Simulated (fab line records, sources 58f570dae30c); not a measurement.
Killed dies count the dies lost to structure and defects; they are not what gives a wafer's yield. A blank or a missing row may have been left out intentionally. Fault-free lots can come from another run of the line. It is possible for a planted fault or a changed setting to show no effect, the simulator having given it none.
One fault through the eyes of 2 desks | flow berkeley-cmos170 | every desk sees just its own numbers, and what lay behind them comes last

== THE TOOL OWNER'S DESK: furnace-03 ==
The tool's own readings at UCB170_GATE_OXIDATION_01 (target thk 6.6 nm, ox time 1800 s): means of the sampled wafers that have a number, for each lot that ran on this tool. Marked OUT: a lot whose mean sits more than 4 standard deviations from the usual mean, which makes it out of limits; the brackets give that distance.
Columns: A = tube-center-temp-C at UCB170_GATE_OXIDATION_01, usual 849.99 C
lot  | first seen here | A
L800 | day 5 22:38     | 850.04
L801 | day 6 14:10     | 849.97
L805 | day 7 07:18     | 850.03
L806 | day 7 07:18     | 850.02
L807 | day 7 14:14     | 849.93
L808 | day 7 14:14     | 850.04
L809 | day 7 14:14     | 849.97
L812 | day 8 10:30     | 849.96
L815 | day 8 21:06     | 849.95
This desk's verdict: no lot among the 9 shows anything out of limits.

== METROLOGY DESK ==
Lot by lot, what the gauges showed, no matter which tool ran the lot: averages of those sampled wafers that carry a number. Marked OUT: a lot whose mean sits more than 4 standard deviations from the usual mean, which makes it out of limits; the brackets give that distance.
Columns: A = PFIELD_TW at UCB170_PFIELD_TW_MEAS_09, usual 607; B = GATE_OXIDE_THK at UCB170_GATE_THK_MEAS_02, usual 6.61 nm
lot  | first seen here | A   | B
L799 | day 4 04:25     | 605 | 6.78
L800 | day 4 14:28     | 620 | 6.58
L801 | day 5 04:35     | 610 | 6.48
L805 | day 5 20:26     | 612 | 6.57
L806 | day 5 20:43     | 598 | 6.53
L807 | day 6 06:17     | 615 | 6.45
L809 | day 6 06:56     | 617 | 6.33
L808 | day 6 07:08     | 596 | 6.43
L812 | day 7 00:05     | 594 | 6.66
L814 | day 7 09:44     | 618 | 6.71
L813 | day 7 09:52     | 608 | 6.89
L815 | day 7 13:51     | 618 | 7.73 (+7.0) OUT
L817 | day 7 16:45     | 618 | 6.79
This desk's finding: out of limits on L815; first on L815, day 8 22:38 (GATE_OXIDE_THK at UCB170_GATE_THK_MEAS_02). L799, L800, L801, L805, L806, L807, L809, L808, L812, L814, L813, L817: within limits.

== TAKEN TOGETHER ==
On L815, the metrology desk was in a position to raise an alarm at day 8 22:38.
The tool owner's desk saw nothing out of limits.
Tool owner's desk: L815 on record, inside its limits.
Of the lots named, all ran UCB170_GATE_OXIDATION_01 on furnace-03.

== WHAT THE SIMULATOR HAD INSERTED ==
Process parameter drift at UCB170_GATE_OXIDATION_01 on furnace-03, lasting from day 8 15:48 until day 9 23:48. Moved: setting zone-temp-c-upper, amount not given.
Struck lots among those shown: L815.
Time in hours between the start of the fault and the first out-of-limits reading at each desk: metrology desk, 7.
